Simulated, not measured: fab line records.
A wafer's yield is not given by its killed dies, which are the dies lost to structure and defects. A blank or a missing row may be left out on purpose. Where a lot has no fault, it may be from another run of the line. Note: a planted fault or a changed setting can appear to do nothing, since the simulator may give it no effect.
Split-lot trial ; flow berkeley_cmos170 ; 23 wafers read from 5 lots, route of 331 steps

SPLIT DETAILS
At UCB170_PFIELD_COAT_01 (resist thk 900 nm), the setting resist_thk_nm was moved away from the recipe's 900 nm on 10 of the 23 wafers read, by -5.9% to +3.2%. For the rest of the wafers, this setting stayed at what the recipe calls for.

Reading taken at the split's own step.

THE READING
KrF_of_PFIELD_COAT_01.thk_nm (the simulator's own value, which no gauge read), in nm, at UCB170_PFIELD_COAT_01 (resist thk 900 nm). The file gives no usual value for it. Here, 13 wafers ran the recipe; their average is 902.4 nm with a standard deviation of 1.7 nm.

wafer;tool, chamber at the split;resist_thk_nm as run, nm;against the recipe;KrF_of_PFIELD_COAT_01.thk_nm, nm;against lot-mates on the recipe
L074.1;litho_track-03, 0;925.6;+2.8%;928.7;+25.9
L074.2;litho_track-03, 0;900;recipe;904.5;-
L074.3;litho_track-03, 0;925.6;+2.8%;928.5;+25.6
L074.5;litho_track-03, 0;925.6;+2.8%;927.4;+24.5
L074.6;litho_track-03, 0;900;recipe;901.2;-
L076.2;litho_track-03, 0;847.2;-5.9%;847.1;-55.2
L076.3;litho_track-03, 0;847.2;-5.9%;846.6;-55.7
L076.4;litho_track-03, 0;900;recipe;901.9;-
L076.5;litho_track-03, 0;900;recipe;902.8;-
L076.6;litho_track-03, 0;847.2;-5.9%;848.7;-53.6
L078.1;litho_track-01, 0;900;recipe;903;-
L078.2;litho_track-01, 0;900;recipe;905.6;-
L078.4;litho_track-01, 0;928.8;+3.2%;932.4;+29.1
L078.5;litho_track-01, 0;928.8;+3.2%;930.2;+26.9
L078.6;litho_track-01, 0;900;recipe;901.2;-
L081.1;litho_track-04, 0;883.5;-1.8%;887.9;-13.9
L081.2;litho_track-04, 0;900;recipe;903.2;-
L081.3;litho_track-04, 0;900;recipe;902.9;-
L081.5;litho_track-04, 0;883.5;-1.8%;884.7;-17.1
L081.6;litho_track-04, 0;900;recipe;899.2;-
L082.2;litho_track-03, 0;900;recipe;899.8;-
L082.4;litho_track-03, 0;900;recipe;903.2;-
L082.6;litho_track-03, 0;900;recipe;902.2;-

FIT RESULTS
A straight line over all 23 wafers: KrF_of_PFIELD_COAT_01.thk_nm changes by +9.24 nm for each +1% of resist_thk_nm; r = +1.00; the points scatter about the line by 1.6 nm.
The same after taking each lot's own level away (the mean of its wafers on the recipe; 23 wafers): +9.16 nm for each +1%; r = +1.00; scatter 1.6 nm.
On that fit, the largest move of resist_thk_nm shifts the reading by 54 nm.
Measured against the standard deviation above, the lots' own levels, which go from 901.73 to 903.27 nm, span 0.9 times it.
The two slopes are in agreement: the lot-to-lot level therefore moves the slope only a little.
Check: -53.5 nm against its lot-mates is what the line predicts for one of the wafers moved furthest among these (-5.9%) when that wafer is left out of the fit. It came out at -55.2 nm against them.

ADDITIONAL SPLITS CARRIED BY THESE WAFERS
These wafers also went through other splits before the reading. Each is held against what the fit with the lots' levels taken away leaves over:
other split on the same wafers;wafers away from the commonest value;r with KrF_of_PFIELD_COAT_01.thk_nm (lot level and that fit taken away)
UCB170_PWELL_CVD_05 time_s;15;+0.14
UCB170_WELLDRIVE_OXIDATION_01 ox_time_s;10;+0.25
UCB170_ACTIVE_COAT_08 resist_thk_nm;10;-0.03

THE WHOLE CHAIN: every reading that the file lists as answering this split, in the file's order
step;what it does;reading;change (the file's fit);r (the file's)
UCB170_PFIELD_COAT_01;resist thk 900 nm;KrF_of_PFIELD_COAT_01.thk_nm (the simulator's own value, which no gauge read);+9.13 nm for each +1% of the setting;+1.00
UCB170_PFIELD_STRIP_08;strips in O2;strip_time_to_endpoint_s;withheld for each +1% of the setting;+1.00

THE FILE'S OWN FIT
KrF_of_PFIELD_COAT_01.thk_nm changes by +9.13 nm for each +1% of resist_thk_nm, r = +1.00.
